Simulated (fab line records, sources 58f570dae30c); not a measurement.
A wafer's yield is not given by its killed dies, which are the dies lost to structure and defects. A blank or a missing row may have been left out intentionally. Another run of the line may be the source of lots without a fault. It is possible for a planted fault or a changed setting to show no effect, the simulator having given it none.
fab line records | flow berkeley_cmos170
[record] lots = 14 | wafers = 42 | last_day = 13
route steps=331 shown NWELL@28 PLDD@155 V1@270 V2@295
lots that met no fault: taken from a fault-free run of the same line
start_h: hours from the record's opening day to when the first of the lot's shown wafers began | wait_h: hours from the lot's prior step to this one | " the same as in the row above | L1.1+2: a single row standing in for several wafers | - value missing, or start not given | * or withheld: withheld | < > ~ a bound
route shown NAME@n: names a module that has steps shown in the file, with the first one's number in the route | usual: the fault-free wafers' mean and standard deviation | same: alike in all rows | chamber/n: place in a boat | sites: per-site readings | _std_site: how widely they spread, as a standard deviation | _edge_site: outer sites' mean less inner sites' | radius_mm: for every site, how far away it sits from the centre of the wafer | mask NAME#n: copy n | behind: the last tool/chamber to shape the wafer | hold: what put the lot on hold/how long, in hours/how the hold closed | device: whichever transistor did not switch (one of n, p or np) | end of line: tests of these same wafers at the route's end | a step with no rows: only its recipe | killed: at the first sort, the dies lost to defects and structure; wafer yield is something else | map: a wafer's dies, marking killed ones x, the rest . and places with no die _
set.NAME: the run value of the setting; set.NAME@STEP: its run value at that earlier step | model.NAME: the simulator's own value behind a step, which no gauge read
route steps across a sampled set of lots; one table per step, one row per wafer
services: when a tool's chamber went out of use (start_h, in hours from the record's first day, below 0 if earlier), for how many hours, and the reason
[[steps]]
[step UCB170_NWELL_IMPLANT_14]
[recipe] species = P | dose_cm2 = 1e+13 | energy_kev = 150 | tilt_deg = 6.719
[usual] dose_ions_cm2 = 1e+13/1e+10 | faraday_current_uA = 31.7/0.65
[same] implant_ion_amu = 31
lot.wafer | tool         | chamber | start_h | wait_h | dose_ions_cm2 | faraday_current_uA
L596.2    | implanter-01 | 0       | 25.20   | 0.1    | 9.99e+12      | 31.5
L596.3    | "            | 0       | "       | "      | 9.984e+12     | 30.7
L596.5    | "            | 0       | "       | "      | 1.0006e+13    | 31.4
L597.3    | implanter-01 | 0       | 30.50   | 0.1    | 1.0022e+13    | 33.1
L597.4    | "            | 0       | "       | "      | 1.0008e+13    | 31.3
L597.5    | "            | 0       | "       | "      | 1.0018e+13    | 30.8
L599.1    | implanter-01 | 0       | 49.96   | 0.1    | 9.995e+12     | 31.1
L599.3    | "            | 0       | "       | "      | 9.985e+12     | 32.3
L599.5    | "            | 0       | "       | "      | 9.999e+12     | 32.1
L600.1    | implanter-01 | 0       | 50.20   | 0.1    | 1.0011e+13    | 31.5
L600.3    | "            | 0       | "       | "      | 1.0009e+13    | 32.1
L600.5    | "            | 0       | "       | "      | 1.0014e+13    | 31.3
L603.1    | implanter-03 | 0       | 68.48   | 0.1    | 1.0004e+13    | 32.7
L603.2    | "            | 0       | "       | "      | 1.0015e+13    | 31.9
L603.6    | "            | 0       | "       | "      | 1.0017e+13    | 31.8
L605.3    | implanter-01 | 0       | 73.05   | 0.1    | 5.0008e+13    | 156.8
L605.4    | "            | 0       | "       | "      | 5.0017e+13    | 160.9
L605.6    | "            | 0       | "       | "      | 5.0008e+13    | 158.6
L606.1    | implanter-01 | 0       | 83.08   | 0.1    | 4.9998e+13    | 158.0
L606.4    | "            | 0       | "       | "      | 4.9997e+13    | 153.5
L606.6    | "            | 0       | "       | "      | 4.9995e+13    | 163.2
L608.1    | implanter-03 | 0       | 92.31   | 0.1    | 9.999e+12     | 32.5
L608.2    | "            | 0       | "       | "      | 9.994e+12     | 31.7
L608.4    | "            | 0       | "       | "      | 9.997e+12     | 30.1
L610.1    | implanter-02 | 0       | 100.38  | 0.1    | 9.994e+12     | 32.4
L610.2    | "            | 0       | "       | "      | 9.994e+12     | 31.4
L610.3    | "            | 0       | "       | "      | 9.994e+12     | 31.8
L613.1    | implanter-03 | 0       | 117.20  | 0.1    | 9.997e+12     | 31.7
L613.4    | "            | 0       | "       | "      | 1.0006e+13    | 32.2
L613.6    | "            | 0       | "       | "      | 9.998e+12     | 32.8
L616.1    | implanter-03 | 0       | 131.97  | 0.1    | 1.0004e+13    | 31.5
L616.2    | "            | 0       | "       | "      | 9.988e+12     | 32.1
L616.3    | "            | 0       | "       | "      | 1.0002e+13    | 32.7
L617.1    | implanter-03 | 0       | 138.19  | 0.1    | 1.001e+13     | 30.9
L617.5    | "            | 0       | "       | "      | 1.0006e+13    | 31.7
L617.6    | "            | 0       | "       | "      | 1.0011e+13    | 32.3
L618.3    | implanter-03 | 0       | 142.68  | 0.1    | 1.0006e+13    | 32.3
L618.4    | "            | 0       | "       | "      | 9.998e+12     | 32.7
L618.5    | "            | 0       | "       | "      | 1.0004e+13    | 32.0
L619.1    | implanter-03 | 0       | 149.52  | 0.1    | 9.997e+12     | 31.5
L619.3    | "            | 0       | "       | "      | 1.0009e+13    | 31.8
L619.6    | "            | 0       | "       | "      | 1.0003e+13    | 33.1
[step UCB170_NWELL_TW_MEAS_16]
[usual] NWELL_TW = 1257/11
lot.wafer | tool          | chamber | start_h | wait_h | NWELL_TW
L596.2    | film_metro-03 | -       | 25.44   | 0.1    | 1263
L596.3    | "             | -       | "       | "      | 1270
L596.5    | "             | -       | "       | "      | 1266
L597.3    | film_metro-03 | -       | 30.72   | 0.1    | 1268
L597.4    | "             | -       | "       | "      | 1261
L597.5    | "             | -       | "       | "      | 1264
L599.1    | film_metro-02 | -       | 50.21   | 0.1    | 1242
L599.3    | "             | -       | "       | "      | 1241
L599.5    | "             | -       | "       | "      | 1245
L600.1    | film_metro-04 | -       | 50.45   | 0.1    | 1265
L600.3    | "             | -       | "       | "      | 1266
L600.5    | "             | -       | "       | "      | 1254
L603.1    | film_metro-03 | -       | 68.73   | 0.1    | 1269
L603.2    | "             | -       | "       | "      | 1271
L603.6    | "             | -       | "       | "      | 1276
L605.3    | film_metro-02 | -       | 73.27   | 0.1    | 2079
L605.4    | "             | -       | "       | "      | 2079
L605.6    | "             | -       | "       | "      | 2072
L606.1    | film_metro-03 | -       | 83.33   | 0.1    | 2122
L606.4    | "             | -       | "       | "      | 2114
L606.6    | "             | -       | "       | "      | 2120
L608.1    | film_metro-03 | -       | 92.56   | 0.1    | 1260
L608.2    | "             | -       | "       | "      | 1267
L608.4    | "             | -       | "       | "      | 1273
L610.1    | film_metro-03 | -       | 100.63  | 0.1    | 1276
L610.2    | "             | -       | "       | "      | 1264
L610.3    | "             | -       | "       | "      | 1272
L613.1    | film_metro-03 | -       | 117.45  | 0.1    | 1265
L613.4    | "             | -       | "       | "      | 1265
L613.6    | "             | -       | "       | "      | 1264
L616.1    | film_metro-03 | -       | 132.22  | 0.1    | 1253
L616.2    | "             | -       | "       | "      | 1260
L616.3    | "             | -       | "       | "      | 1257
L617.1    | film_metro-03 | -       | 138.44  | 0.1    | 1258
L617.5    | "             | -       | "       | "      | 1257
L617.6    | "             | -       | "       | "      | 1260
L618.3    | film_metro-02 | -       | 142.90  | 0.1    | 1237
L618.4    | "             | -       | "       | "      | 1240
L618.5    | "             | -       | "       | "      | 1239
L619.1    | film_metro-02 | -       | 149.77  | 0.1    | 1246
L619.3    | "             | -       | "       | "      | 1247
L619.6    | "             | -       | "       | "      | 1245
[step UCB170_PLDD_STRIP_10]
[recipe] chemistry = O2 | power_w = 400 | pressure_mtorr = 3500 | platen_temp_c = withheld | o2_flow_sccm = 400 | overash_fraction = 0.5
[usual] chamber_pressure_mTorr = 3500/3.5 | drypump_motor_current_A = 5.7/0.64 | oes_product_au = 0.733/0.0046 | strip_time_to_endpoint_s = 21.34/0.062
lot.wafer | tool            | chamber | start_h | wait_h | chamber_pressure_mTorr | drypump_motor_current_A | oes_product_au | rf_hours_counter_h | strip_time_to_endpoint_s
L596.2    | plasma_asher-02 | 0       | 115.02  | 0.1    | 3502                   | 5.2                     | 0.727          | 36                 | 21.42
L596.3    | "               | 1       | "       | "      | 3492                   | 5.4                     | 0.733          | -                  | 21.39
L596.5    | "               | 1       | "       | "      | 3501                   | 5.4                     | 0.734          | -                  | 21.32
L597.3    | plasma_asher-01 | 1       | 125.33  | 0.1    | 3500                   | 6.6                     | 0.728          | -                  | 21.28
L597.4    | "               | 0       | "       | "      | 3502                   | 5.0                     | 0.734          | -                  | 21.32
L597.5    | "               | 0       | "       | "      | 3492                   | 4.9                     | 0.725          | -                  | 21.33
L599.1    | plasma_asher-01 | 1       | 139.45  | 0.1    | 3501                   | 6.6                     | 0.735          | 46                 | 21.31
L599.3    | "               | 0       | "       | "      | 3502                   | 5.0                     | 0.733          | -                  | 21.35
L599.5    | "               | 1       | "       | "      | 3501                   | 6.6                     | 0.729          | -                  | 21.33
L600.1    | plasma_asher-02 | 1       | 139.95  | 0.1    | 3499                   | 5.4                     | 0.737          | 39                 | 21.30
L600.3    | "               | 0       | "       | "      | 3501                   | 5.2                     | 0.734          | -                  | 21.31
L600.5    | "               | 1       | "       | "      | 3491                   | 5.4                     | 0.737          | -                  | 21.34
L603.1    | plasma_asher-04 | 1       | 166.89  | 0.1    | 3503                   | 5.6                     | 0.740          | 5                  | 21.40
L603.2    | "               | 0       | "       | "      | 3502                   | 6.6                     | 0.727          | 5                  | 21.37
L603.6    | "               | 1       | "       | "      | 3496                   | 5.5                     | 0.736          | -                  | 21.29
L605.3    | plasma_asher-01 | 1       | 167.18  | 0.1    | 3500                   | 6.6                     | 0.726          | -                  | 21.45
L605.4    | "               | 0       | "       | "      | 3505                   | 4.9                     | 0.732          | -                  | 21.41
L605.6    | "               | 0       | "       | "      | 3501                   | 5.0                     | 0.733          | -                  | 21.45
L606.1    | plasma_asher-04 | 0       | 180.07  | 0.1    | 3504                   | 6.6                     | 0.729          | 6                  | 21.24
L606.4    | "               | 1       | "       | "      | 3494                   | 5.5                     | 0.730          | -                  | 21.26
L606.6    | "               | 1       | "       | "      | 3501                   | 5.5                     | 0.725          | -                  | 21.34
L608.1    | plasma_asher-02 | 0       | 196.21  | 0.1    | 3499                   | 5.3                     | 0.727          | 44                 | 21.37
L608.2    | "               | 1       | "       | "      | 3500                   | 5.4                     | 0.742          | 44                 | 21.43
L608.4    | "               | 0       | "       | "      | 3499                   | 5.2                     | 0.735          | -                  | 21.41
L610.1    | plasma_asher-02 | 0       | 208.04  | 0.1    | 3502                   | 5.2                     | 0.733          | 45                 | 21.33
L610.2    | "               | 1       | "       | "      | 3508                   | 5.4                     | 0.742          | 45                 | 21.29
L610.3    | "               | 1       | "       | "      | 3502                   | 5.4                     | 0.726          | -                  | 21.28
L613.1    | plasma_asher-04 | 0       | 212.36  | 0.1    | 3496                   | 6.6                     | 0.732          | 9                  | 21.39
L613.4    | "               | 1       | "       | "      | 3502                   | 5.5                     | 0.729          | -                  | 21.37
L613.6    | "               | 1       | "       | "      | 3499                   | 5.5                     | 0.729          | -                  | 21.36
L616.1    | plasma_asher-02 | 1       | 238.18  | 0.1    | 3497                   | 5.4                     | 0.736          | 49                 | 21.35
L616.2    | "               | 0       | "       | "      | 3506                   | 5.2                     | 0.738          | 49                 | 21.35
L616.3    | "               | 1       | "       | "      | 3500                   | 5.4                     | 0.727          | -                  | 21.38
L617.1    | plasma_asher-04 | 1       | 238.55  | 0.1    | 3500                   | 5.5                     | 0.727          | 12                 | 21.35
L617.5    | "               | 1       | "       | "      | 3497                   | 5.5                     | 0.734          | -                  | 21.37
L617.6    | "               | 0       | "       | "      | 3498                   | 6.6                     | 0.738          | -                  | 21.37
L618.3    | plasma_asher-04 | 1       | 239.07  | 0.1    | 3505                   | 5.6                     | 0.734          | -                  | 21.33
L618.4    | "               | 0       | "       | "      | 3501                   | 6.6                     | 0.735          | -                  | 21.32
L618.5    | "               | 1       | "       | "      | 3503                   | 5.6                     | 0.738          | -                  | 21.31
L619.1    | plasma_asher-04 | 0       | 255.35  | 0.1    | 3503                   | 6.6                     | 0.737          | 14                 | 21.30
L619.3    | "               | 0       | "       | "      | 3499                   | 6.6                     | 0.736          | -                  | 21.25
L619.6    | "               | 0       | "       | "      | 3497                   | 6.6                     | 0.732          | -                  | 21.34
[step UCB170_V1_CD_MEAS_90]
[recipe] target_cd_nm = 700
[usual] cd_nm = 699.7/1.6
lot.wafer | tool      | chamber | start_h | wait_h | cd_nm
L596.2    | cd_sem-01 | -       | 141.03  | 0.1    | 697.0
L596.3    | "         | -       | "       | "      | 698.1
L596.5    | "         | -       | "       | "      | 698.2
L597.3    | cd_sem-02 | -       | 153.61  | 0.1    | 701.9
L597.4    | "         | -       | "       | "      | 702.9
L597.5    | "         | -       | "       | "      | 701.3
L599.1    | cd_sem-01 | -       | 167.29  | 0.1    | 700.7
L599.3    | "         | -       | "       | "      | 700.6
L599.5    | "         | -       | "       | "      | 699.2
L600.1    | cd_sem-01 | -       | 167.49  | 0.1    | 700.1
L600.3    | "         | -       | "       | "      | 697.8
L600.5    | "         | -       | "       | "      | 700.4
L603.1    | cd_sem-01 | -       | 200.50  | 0.1    | 699.4
L603.2    | "         | -       | "       | "      | 699.7
L603.6    | "         | -       | "       | "      | 699.5
L605.3    | cd_sem-02 | -       | 200.58  | 0.1    | 701.0
L605.4    | "         | -       | "       | "      | 699.6
L605.6    | "         | -       | "       | "      | 699.5
L606.1    | cd_sem-02 | -       | 211.68  | 0.1    | 697.9
L606.4    | "         | -       | "       | "      | 698.1
L606.6    | "         | -       | "       | "      | 697.3
L608.1    | cd_sem-02 | -       | 234.35  | 0.1    | 698.8
L608.2    | "         | -       | "       | "      | 698.0
L608.4    | "         | -       | "       | "      | 698.7
L610.1    | cd_sem-02 | -       | 242.66  | 0.2    | 697.3
L610.2    | "         | -       | "       | "      | 697.2
L610.3    | "         | -       | "       | "      | 696.8
L613.1    | cd_sem-02 | -       | 243.02  | 0.4    | 698.2
L613.4    | "         | -       | "       | "      | 699.2
L613.6    | "         | -       | "       | "      | 697.8
L618.3    | cd_sem-02 | -       | 266.64  | 0.1    | 699.5
L618.4    | "         | -       | "       | "      | 698.7
L618.5    | "         | -       | "       | "      | 698.6
L616.1    | cd_sem-02 | -       | 266.86  | 0.1    | 700.2
L616.2    | "         | -       | "       | "      | 700.0
L616.3    | "         | -       | "       | "      | 700.8
L617.1    | cd_sem-02 | -       | 267.19  | 0.1    | 700.0
L617.5    | "         | -       | "       | "      | 701.3
L617.6    | "         | -       | "       | "      | 700.7
L619.1    | cd_sem-01 | -       | 288.87  | 0.1    | 698.8
L619.3    | "         | -       | "       | "      | 697.1
L619.6    | "         | -       | "       | "      | 697.9
[step UCB170_V2_BOW_MEAS_03]
[recipe] mode = bow
[usual] V2_BOW = 38/7.1
lot.wafer | tool          | chamber | start_h | wait_h | V2_BOW[um]
L596.2    | film_metro-02 | -       | 144.17  | 0.2    | 42
L596.3    | "             | -       | "       | "      | 46
L596.5    | "             | -       | "       | "      | 46
L597.3    | film_metro-01 | -       | 156.93  | 0.2    | 44
L597.4    | "             | -       | "       | "      | 43
L597.5    | "             | -       | "       | "      | 36
L599.1    | film_metro-02 | -       | 171.12  | 0.2    | 41
L599.3    | "             | -       | "       | "      | 52
L599.5    | "             | -       | "       | "      | 39
L600.1    | film_metro-03 | -       | 171.42  | 0.1    | 47
L600.3    | "             | -       | "       | "      | 46
L600.5    | "             | -       | "       | "      | 32
L603.1    | film_metro-02 | -       | 203.75  | 0.2    | 39
L603.2    | "             | -       | "       | "      | 38
L603.6    | "             | -       | "       | "      | 47
L605.3    | film_metro-01 | -       | 204.04  | 0.1    | 38
L605.4    | "             | -       | "       | "      | 45
L605.6    | "             | -       | "       | "      | 43
L606.1    | film_metro-03 | -       | 214.94  | 0.1    | 34
L606.4    | "             | -       | "       | "      | 44
L606.6    | "             | -       | "       | "      | 32
L608.1    | film_metro-03 | -       | 238.18  | 0.1    | 33
L608.2    | "             | -       | "       | "      | 42
L608.4    | "             | -       | "       | "      | 34
L610.1    | film_metro-02 | -       | 246.75  | 0.1    | 40
L610.2    | "             | -       | "       | "      | 36
L610.3    | "             | -       | "       | "      | 52
L613.1    | film_metro-03 | -       | 247.47  | 0.2    | 38
L613.4    | "             | -       | "       | "      | 32
L613.6    | "             | -       | "       | "      | 35
L618.3    | film_metro-01 | -       | 270.67  | 0.2    | 39
L618.4    | "             | -       | "       | "      | 45
L618.5    | "             | -       | "       | "      | 45
L616.1    | film_metro-02 | -       | 270.96  | 0.1    | 54
L616.2    | "             | -       | "       | "      | 55
L616.3    | "             | -       | "       | "      | 34
L617.1    | film_metro-02 | -       | 271.63  | 0.2    | 43
L617.5    | "             | -       | "       | "      | 26
L617.6    | "             | -       | "       | "      | 43
L619.1    | film_metro-03 | -       | 294.86  | 0.1    | 50
L619.3    | "             | -       | "       | "      | 46
L619.6    | "             | -       | "       | "      | 45
[[services]]
tool            | chamber | start_h | hours | kind
implanter-03    | -       | 8.26    | 5.0   | repair
implanter-03    | -       | 33.07   | 2.8   | repair
implanter-01    | -       | 41.00   | 2.0   | repair
implanter-01    | -       | 52.29   | 3.1   | repair
implanter-02    | -       | 61.51   | 5.1   | pm
implanter-01    | -       | 68.95   | 0.7   | repair
plasma_asher-04 | -       | 108.84  | 9.0   | pm
plasma_asher-04 | 0       | 108.84  | 9.0   | vent_cycle
plasma_asher-04 | 1       | 108.84  | 9.0   | vent_cycle
implanter-03    | -       | 111.10  | 3.2   | pm
plasma_asher-04 | 0       | 117.84  | -     | clean
plasma_asher-04 | 1       | 117.84  | -     | clean
plasma_asher-02 | -       | 150.46  | 2.8   | pm
plasma_asher-04 | -       | 153.72  | 8.6   | repair
implanter-02    | -       | 161.43  | 3.1   | repair
implanter-02    | -       | 161.94  | 2.4   | repair
implanter-01    | -       | 170.14  | 2.5   | repair
implanter-03    | -       | 211.48  | 9.3   | pm
[[key]]
[first_sign] step = UCB170_NWELL_IMPLANT_14 | reading = dose_ions_cm2 | direction = up | sigmas = 99+ | usual = 1e+13 | struck = 5.0004e+13
[effect] step = UCB170_NWELL_IMPLANT_14 | reading = faraday_current_uA | direction = up | sigmas = 99+ | usual = 31.7 | struck = 158.5
[effect] step = UCB170_NWELL_TW_MEAS_16 | reading = NWELL_TW | direction = up | sigmas = 74 | usual = 1257 | struck = 2098
met_at UCB170_NWELL_IMPLANT_14
struck_lots L605,L606
tester_left_out L605,L606
not_acting_at UCB170_PLDD_STRIP_10,UCB170_V1_CD_MEAS_90,UCB170_V2_BOW_MEAS_03
onset_between 50.20 73.05
[fault] kind = process_parameter_drift | tool = implanter-01 | chamber = - | onset_h = 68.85 | steps = UCB170_NWELL_IMPLANT_14 | channel = dose_cm2 | offset = 4e+13 | shape = step | end_h = 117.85 | acts_in = these_recipes_only | stated = 1e+13
// tester_left_out: of these lots the tester's yield and bins aren't shown, on N5 and GAA mostly nor the transistor test; their killed dies are dies lost to structure and defects alone, not to doping, threshold or leakage, so they don't give the yield
